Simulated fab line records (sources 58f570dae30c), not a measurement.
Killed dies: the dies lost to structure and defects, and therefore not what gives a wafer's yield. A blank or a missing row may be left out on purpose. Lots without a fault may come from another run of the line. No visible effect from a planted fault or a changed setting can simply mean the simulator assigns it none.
The tool behind it: which one?    flow berkeleyCmos170    Sampling: 7 lots, 21 wafers, 3 of 331 route steps

## WHAT EACH GAUGE READ, for each wafer
UCB170_PFIELD_OVL_MEAS_06.
lot   measured     on          PFIELD_OVL (nm)
L261  day 6 01:22  overlay-01  2 -3 -3
L262  day 6 10:50  overlay-01  5 5 10
L266  day 6 20:18  overlay-01  2 0 4
L268  day 7 19:34  overlay-01  -2 0 -9
L273  day 7 20:44  overlay-01  -6 -3 -6

## WHICH TOOL RAN EACH LOT (tool, then ch and the chambers of the sampled wafers, then the start)
lot   UCB170_NWELL_ETCH_13              UCB170_NWELL_STRIP_15
L261  rieDiel-03 ch 1,2, day 3 03:37    plasmaAsher-02 ch 0,1, day 3 03:52
L262  rieDiel-03 ch 0,2,3, day 3 15:29  plasmaAsher-04 ch 0,1, day 3 15:44
L266  rieDiel-01 ch 0,1,2, day 4 12:33  plasmaAsher-03 ch 0,1, day 4 12:50
L268  rieDiel-02 ch 1,2,3, day 5 06:22  plasmaAsher-03 ch 0,1, day 5 06:39
L273  rieDiel-02 ch 1,2,3, day 5 20:05  plasmaAsher-03 ch 1, day 5 20:20
L275  rieDiel-03 ch 0,2,3, day 6 03:09  plasmaAsher-03 ch 0,1, day 6 03:31
L278  rieDiel-03 ch 1,3, day 6 07:41    plasmaAsher-03 ch 0,1, day 6 07:56
- UCB170_NWELL_ETCH_13: etches Si3N4 in CH3F/Ar/O2, stops on SiO2, target depth 246.4 nm, time 154 s.
- UCB170_NWELL_STRIP_15: strips in O2.

## THE ANSWER, worked out from the rows above alone
Rule: the usual values come from the lots themselves. The widest of any qualifying gaps counts: lots, ordered by their means at a reading, are off when they make up no more than a third of the lots, leave a main group of 4 or more, and stand apart from it by 3 or more times the standard deviation of that group's means. Not used: any main group whose means are identical at the precision the tables above print for the reading. A lot without any number at a reading at which 4 lots or more have one is off too. The other lots that the step has rows for count as sound.
None of the lots is off at any reading shown; this tells nothing.

## WHAT THE SIMULATOR HAD INSERTED
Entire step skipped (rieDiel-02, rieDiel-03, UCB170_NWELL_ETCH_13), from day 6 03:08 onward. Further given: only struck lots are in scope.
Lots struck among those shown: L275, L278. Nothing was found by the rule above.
